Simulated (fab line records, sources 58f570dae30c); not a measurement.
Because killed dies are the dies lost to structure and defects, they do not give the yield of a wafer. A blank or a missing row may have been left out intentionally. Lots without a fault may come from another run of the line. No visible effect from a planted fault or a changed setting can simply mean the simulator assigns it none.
fab line records ; flow berkeleyCmos170
[record] lots = 14; wafers = 42; lastDay = 13
route steps=331 shown NSD@191
lots that met no fault: taken from a fault-free run of the same line
startH: hours from the record's first day to the start of the lot's first wafer shown ; waitH: how many hours have passed since the lot's step before this one ; " the same as in the row above ; L1.1+2: a row that stands for several wafers ; - no value, or no start given ; * or withheld: withheld ; < > ~ a bound
route shown NAME@n: NAME is a module with steps in the file, n the number in the route of the first one ; usual: mean/standard deviation taken from wafers without a fault ; same: alike in all rows ; chamber/n: place in a boat ; sites: each site's reading ; _std_site: standard deviation of those values ; _edge_site: inner sites' mean taken away from outer sites' mean ; radiusMm: for every site, how far away it sits from the centre of the wafer ; mask NAME#n: copy n ; behind: tool/chamber where the wafer was last shaped ; hold: why the lot went on hold/how many hours it stayed there/how the hold came to an end ; device: the n, p or np transistor that did not switch ; end of line: the same wafers' tests at the end of the route ; where a step has no rows: the recipe by itself ; killed: dies lost to structure and defects at the first sort, not the wafer's yield ; map: per-die view of a wafer (x killed, . not killed, _ where there is no die)
set.NAME: the setting the step ran with; set.NAME@STEP: the setting that earlier step ran with ; model.NAME: the simulator's own value behind a step, which no gauge read
route steps across a sampled set of lots; one table per step, one row per wafer
[[steps]]
[step UCB170_NSD_PEB_04]
[recipe] pebTempC = 130; pebTimeS = withheld; resist = KrF
[usual] heaterPowerTotalW = 56.80/0.045; plateTempC = 130.01/0.15
lot.wafer;tool;chamber;startH;waitH;heaterPowerTotalW;plateTempC
L852.2;lithoTrack-01;0;154.95;0.1;56.83;130.12
L852.5;lithoTrack-01;0;154.95;0.1;56.80;129.96
L852.6;lithoTrack-01;0;154.95;0.1;56.83;130.03
L856.2;lithoTrack-04;0;172;-;56.79;130.21
L856.3;lithoTrack-04;0;172;-;56.88;130.03
L856.4;lithoTrack-04;0;172;-;56.80;129.96
L855.1;lithoTrack-01;0;172.42;0.9;56.84;130.07
L855.2;lithoTrack-01;0;172.42;0.9;56.70;130.41
L855.3;lithoTrack-01;0;172.42;0.9;56.85;130.14
L854.1;lithoTrack-04;0;172.42;0.7;56.70;129.92
L854.2;lithoTrack-04;0;172.42;0.7;56.74;130.12
L854.4;lithoTrack-04;0;172.42;0.7;56.73;129.87
L853.1;lithoTrack-04;0;172.70;0.3;56.80;129.97
L853.4;lithoTrack-04;0;172.70;0.3;56.81;130.00
L853.5;lithoTrack-04;0;172.70;0.3;56.81;129.99
L851.3;lithoTrack-01;0;172.74;0.5;56.82;130.07
L851.5;lithoTrack-01;0;172.74;0.5;56.75;129.80
L851.6;lithoTrack-01;0;172.74;0.5;56.81;129.97
L859.1;lithoTrack-02;0;201.96;0.1;56.86;129.88
L859.2;lithoTrack-02;0;201.96;0.1;56.77;130.14
L859.4;lithoTrack-02;0;201.96;0.1;56.76;129.94
L861.1;lithoTrack-04;0;215.87;0.7;53.88;125.05
L861.4;lithoTrack-04;0;215.87;0.7;53.82;124.80
L861.5;lithoTrack-04;0;215.87;0.7;53.91;124.81
L864.1;lithoTrack-04;0;230.97;0.3;53.86;124.91
L864.3;lithoTrack-04;0;230.97;0.3;53.86;124.59
L864.6;lithoTrack-04;0;230.97;0.3;53.72;124.76
L868.1;lithoTrack-02;0;256.37;0.1;56.82;129.96
L868.2;lithoTrack-02;0;256.37;0.1;56.81;129.93
L868.3;lithoTrack-02;0;256.37;0.1;56.79;129.87
L870.2;lithoTrack-02;0;264.94;0.8;56.78;130.44
L870.3;lithoTrack-02;0;264.94;0.8;56.79;130.10
L870.5;lithoTrack-02;0;264.94;0.8;56.75;130.11
L871.2;lithoTrack-01;0;265.54;1.0;56.84;130.16
L871.5;lithoTrack-01;0;265.54;1.0;56.84;130.03
L871.6;lithoTrack-01;0;265.54;1.0;56.78;130.05
L874.1;lithoTrack-02;0;277.78;0.3;56.85;129.93
L874.3;lithoTrack-02;0;277.78;0.3;56.83;129.75
L874.4;lithoTrack-02;0;277.78;0.3;56.78;130.08
L873.4;lithoTrack-01;0;278.56;0.5;56.79;130.11
L873.5;lithoTrack-01;0;278.56;0.5;56.69;130.13
L873.6;lithoTrack-01;0;278.56;0.5;56.69;130.10
[step UCB170_NSD_CD_MEAS_06]
[recipe] targetCdNm = 1200
[usual] cdNm = 1200.1/1.4
lot.wafer;tool;chamber;startH;waitH;cdNm
L852.2;cdSem-01;-;155.22;-;1198.2
L852.5;cdSem-01;-;155.22;-;1197.6
L852.6;cdSem-01;-;155.22;-;1198.1
L856.2;cdSem-01;-;172.44;-;1198.5
L856.3;cdSem-01;-;172.44;-;1198.7
L856.4;cdSem-01;-;172.44;-;1199.3
L855.1;cdSem-01;-;172.69;-;1200.0
L855.2;cdSem-01;-;172.69;-;1197.7
L855.3;cdSem-01;-;172.69;-;1198.2
L854.1;cdSem-02;-;172.72;-;1199.1
L854.2;cdSem-02;-;172.72;-;1199.5
L854.4;cdSem-02;-;172.72;-;1198.9
L853.1;cdSem-02;-;172.97;-;1199.8
L853.4;cdSem-02;-;172.97;-;1199.5
L853.5;cdSem-02;-;172.97;-;1200.0
L851.3;cdSem-01;-;173.01;-;1199.8
L851.5;cdSem-01;-;173.01;-;1201.6
L851.6;cdSem-01;-;173.01;-;1199.1
L859.1;cdSem-02;-;202.26;-;1199.7
L859.2;cdSem-02;-;202.26;-;1198.7
L859.4;cdSem-02;-;202.26;-;1199.4
L861.1;cdSem-01;-;216.14;-;1156.8
L861.4;cdSem-01;-;216.14;-;1158.3
L861.5;cdSem-01;-;216.14;-;1156.3
L864.1;cdSem-01;-;231.25;-;1156.4
L864.3;cdSem-01;-;231.25;-;1155.8
L864.6;cdSem-01;-;231.25;-;1154.1
L868.1;cdSem-02;-;256.65;-;1200.6
L868.2;cdSem-02;-;256.65;-;1200.7
L868.3;cdSem-02;-;256.65;-;1199.3
L870.2;cdSem-01;-;265.21;-;1201.6
L870.3;cdSem-01;-;265.21;-;1200.9
L870.5;cdSem-01;-;265.21;-;1199.6
L871.2;cdSem-02;-;265.93;-;1199.4
L871.5;cdSem-02;-;265.93;-;1203.8
L871.6;cdSem-02;-;265.93;-;1200.7
L874.1;cdSem-02;-;278.06;-;1199.7
L874.3;cdSem-02;-;278.06;-;1199.4
L874.4;cdSem-02;-;278.06;-;1200.9
L873.4;cdSem-02;-;278.82;-;1202.1
L873.5;cdSem-02;-;278.82;-;1201.7
L873.6;cdSem-02;-;278.82;-;1200.4
[[key]]
[firstSign] step = UCB170_NSD_PEB_04; reading = heaterPowerTotalW; direction = down; sigmas = 65; usual = 56.80; struck = 53.84
[effect] step = UCB170_NSD_PEB_04; reading = plateTempC; direction = down; sigmas = 36; usual = *; struck = *
[effect] step = UCB170_NSD_CD_MEAS_06; reading = cdNm; direction = down; sigmas = 32; usual = 1200.1; struck = 1156.3
metAt UCB170_NSD_PEB_04
struckLots L861,L864
testerLeftOut L861,L864
onsetBetween 172.70 215.87
[fault] kind = processParameterDrift; tool = lithoTrack-04; chamber = -; onsetH = 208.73; steps = UCB170_NSD_PEB_04; channel = pebTempC; offset = *; shape = step; endH = 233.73; actsIn = *; stated = *
// testerLeftOut: of these lots the tester's yield and bins aren't shown, on N5 and GAA mostly nor the transistor test; their killed dies are dies lost to structure and defects alone, not to doping, threshold or leakage, so they don't give the yield
